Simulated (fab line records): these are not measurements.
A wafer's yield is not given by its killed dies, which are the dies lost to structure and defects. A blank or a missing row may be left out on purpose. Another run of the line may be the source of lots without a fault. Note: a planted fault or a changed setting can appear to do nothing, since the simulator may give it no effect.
Comparing a struck lot with a sound one	flow ritCmos	15 out of 202 route steps
Sound: wafers L730.1, L730.4, L730.6. Struck: wafers L735.2, L735.4. (L735.1 of the same lot was not struck and is left out.) The cause comes at the end.
At each step with rows: each side's tool, then ch and its chambers, then its first start. Under that, the readings that differ: sound wafers	struck wafers	difference of the means	sigmas: that difference in standard deviations of wafers without a fault.
alike: a reading whose means differ by less than 2 such deviations, as well as words and numbers matching on both sides. not compared: withheld readings; readings where some wafer has no value; bounds like >300 that might hide an equal value; numbers whose values overlap and for which the record gives no deviation.
Wherever a step has rows on one side only, a row that says differs or no value, or a row with sigmas, the two part there. When numbers do not overlap yet have no deviation, they are printed without sigmas and do not part them. A reading missing from all wafers of one side parts the sides only when that side holds two or more wafers.

RIT_M1_SPUTTER_00: material Al, target thk 400 nm, time 500 s.
  struck on pvdSputter-04, day 5 11:49; sound on pvdSputter-04, day 4 17:09
  alike: cathodeDcPowerW, throttleValvePct
RIT_M1_RS_MEAS_01: measures by four-point-probe.
  struck on filmMetro-04, day 5 12:07; sound on filmMetro-02, day 4 17:26
  alike: M1_AL_RS
RIT_M1_THK_MEAS_02: measures by xrf.
  struck on filmMetro-04, day 5 12:14; sound on filmMetro-02, day 4 17:34
  alike: M1_AL_THK
then, 6 steps without rows for these wafers: RIT_M1_HMDS_03 (prime time 60 s); RIT_M1_COAT_04 (resist thk 1300 nm); RIT_M1_SOFTBAKE_05 (time 60 s); RIT_M1_EXPOSE_06 (exposes mask M12, target cd 2600 nm); RIT_M1_PEB_07; RIT_M1_DEVELOP_08 (develop time 68 s).
RIT_M1_CD_MEAS_09 targets a cd of 2600 nm.
  struck on cdSem-01, day 5 13:21; sound on cdSem-01, day 4 18:38
  alike: cdNm
RIT_M1_OVL_MEAS_10:
  struck on overlay-01, day 5 13:28; sound on overlay-01, day 4 18:46
  alike: M1_OVL
then, 1 step without rows for these wafers: RIT_M1_HARDBAKE_11 (time 120 s).
RIT_M1_METAL_ETCH_12: etches Al in Cl2/BCl3, stops on SiO2, time 165 s, target depth 600 nm.
  sound on rieMetal-01 ch 0,1, day 4 19:02; struck on rieMetal-01 ch 0, day 5 13:51
reading	sound	struck	difference	sigmas
runLengthS (s)	193.8 194.2 194.1	198.7 199.1	+4.9	+11
  alike: drypumpMotorCurrentA, mfcCl2Sccm, oesProductAu, throttleValvePct
  not compared: rfHoursCounterH
then, 1 step without rows for these wafers: RIT_M1_STRIP_13 (strips in nmp, time 600 s).
RIT_M1_PROBE_99:
  struck on prober-01, day 5 16:09; sound on prober-01, day 4 21:30
reading	sound	struck	difference	sigmas
killedAtContacts	0 0 0	0 1	+0	+2
  alike: defectLimitedYield, killedAtFrontEnd, killedDies, killedOnRim, killedOpen, killedShort, sort_bin_3_pad_short, sort_bin_5_function, sort_bin_6_memory, sortNPass, sortYieldPct

## WHERE THEY PART
First at RIT_M1_METAL_ETCH_12; last, within this record, at RIT_M1_PROBE_99.

WHY: whatever the simulator had introduced
rieMetal-01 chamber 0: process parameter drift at RIT_M1_METAL_ETCH_12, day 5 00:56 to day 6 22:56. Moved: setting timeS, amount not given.
